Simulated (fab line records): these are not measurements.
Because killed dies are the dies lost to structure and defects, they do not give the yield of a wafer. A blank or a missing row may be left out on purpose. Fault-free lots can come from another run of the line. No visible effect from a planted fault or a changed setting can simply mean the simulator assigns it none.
Comparing a struck lot with a sound one | flow berkeley-cmos170 | 15 out of 331 route steps
Sound: wafers L707.2, L707.3, L707.4. Struck: wafer L715.1 (L715.3, L715.5, from the same lot, were not struck and are left out); the cause is given at the end.
Each step with rows lists, per side, the tool, then ch with its chambers, then its first start. Under that, the readings that differ: sound wafers | struck wafers | difference of the means | sigmas: that difference in standard deviations of wafers without a fault.
alike: a reading whose means differ by less than 2 such deviations, as well as words and numbers matching on both sides. not compared: withheld readings; readings where some wafer has no value; bounds like >300 that might hide an equal value; numbers whose values overlap and for which the record gives no deviation.
The two part at a step that has a row with sigmas, a row that says differs or no value, or rows on one side only. Non-overlapping numbers with no deviation appear without sigmas and do not part them. A reading that every wafer of one side lacks parts them only if that side has two wafers or more.

UCB170_M1_SPUTTER_00: material Al, target thk 600 nm, time 80 s.
  sound on pvd-sputter-01, day 8 04:46; struck on pvd-sputter-04, day 10 00:14
  alike: throttle-valve-pct
UCB170_M1_RS_MEAS_01: measures by four-point-probe.
  sound on film-metro-04, day 8 04:50; struck on film-metro-01, day 10 00:19
  alike: M1_AL_RS
UCB170_M1_THK_MEAS_02: measures by xrf.
  sound on film-metro-04, day 8 04:57; struck on film-metro-01, day 10 00:26
  alike: M1_AL_THK
then, 6 steps without rows for these wafers: UCB170_M1_COAT_03; UCB170_M1_COAT_04 (resist thk 900 nm); UCB170_M1_SOFTBAKE_05 (time 60 s); UCB170_M1_EXPOSE_06 (exposes mask METAL1, target cd 700 nm); UCB170_M1_PEB_07; UCB170_M1_DEVELOP_08 (develop time 45 s).
UCB170_M1_CD_MEAS_09: target cd 700 nm.
  sound on cd-sem-02, day 8 06:17; struck on cd-sem-02, day 10 01:28
  alike: cd-nm
UCB170_M1_OVL_MEAS_10:
  sound on overlay-01, day 8 06:23; struck on overlay-02, day 10 01:35
  alike: M1_OVL
UCB170_M1_ETCH_11: etches BARC in N2/H2.
  sound on rie-diel-03 ch 0,1,2, day 8 06:25; struck on rie-diel-03 ch 0, day 10 01:38
  alike: drypump-motor-current-A, n2-flow-sccm, oes-product-au, throttle-valve-pct
UCB170_M1_METAL_ETCH_12: etches Al in Cl2/BCl3, stops on PSG, target depth 780 nm, time 130 s.
  sound on rie-metal-01 ch 0,1, day 8 06:28; struck on rie-metal-01 ch 0, day 10 01:40
  reading                             | sound             | struck | difference | sigmas
  model.KrF_of_M1_COAT_04.thk-nm (nm) | 431.4 429.2 452.2 | 535.4  | +97.8      |
  model.M1.cd-nm (nm)                 | 692.5 693.6 703   | 706.6  | +10.2      |
  alike: drypump-motor-current-A, oes-product-au, throttle-valve-pct
  not compared: rf-hours-counter-h
UCB170_M1_STRIP_13: strips in O2.
  sound on plasma-asher-04 ch 0,1, day 8 06:35; struck on plasma-asher-02 ch 1, day 10 01:48
  alike: drypump-motor-current-A, oes-product-au
  not compared: rf-hours-counter-h
UCB170_M3_PROBE_99:
  sound on prober-02, day 8 23:41; struck on prober-01, day 10 17:42
  reading                                   | sound                      | struck   | difference | sigmas
  model.etest.ring.over-limit               | 0 0 0                      | 1        | +1         |
  model.etest.m1-comb-over-steps.over-limit | 0 0 0                      | 1        | +1         |
  model.etest.antenna-m1.vt-shift-v (V)     | -0.01375 -0.01559 -0.01094 | 0.002394 | +0.015821  |

== WHERE THEY PART ==
Nowhere in this record.

WHY: what had been put in by the simulator
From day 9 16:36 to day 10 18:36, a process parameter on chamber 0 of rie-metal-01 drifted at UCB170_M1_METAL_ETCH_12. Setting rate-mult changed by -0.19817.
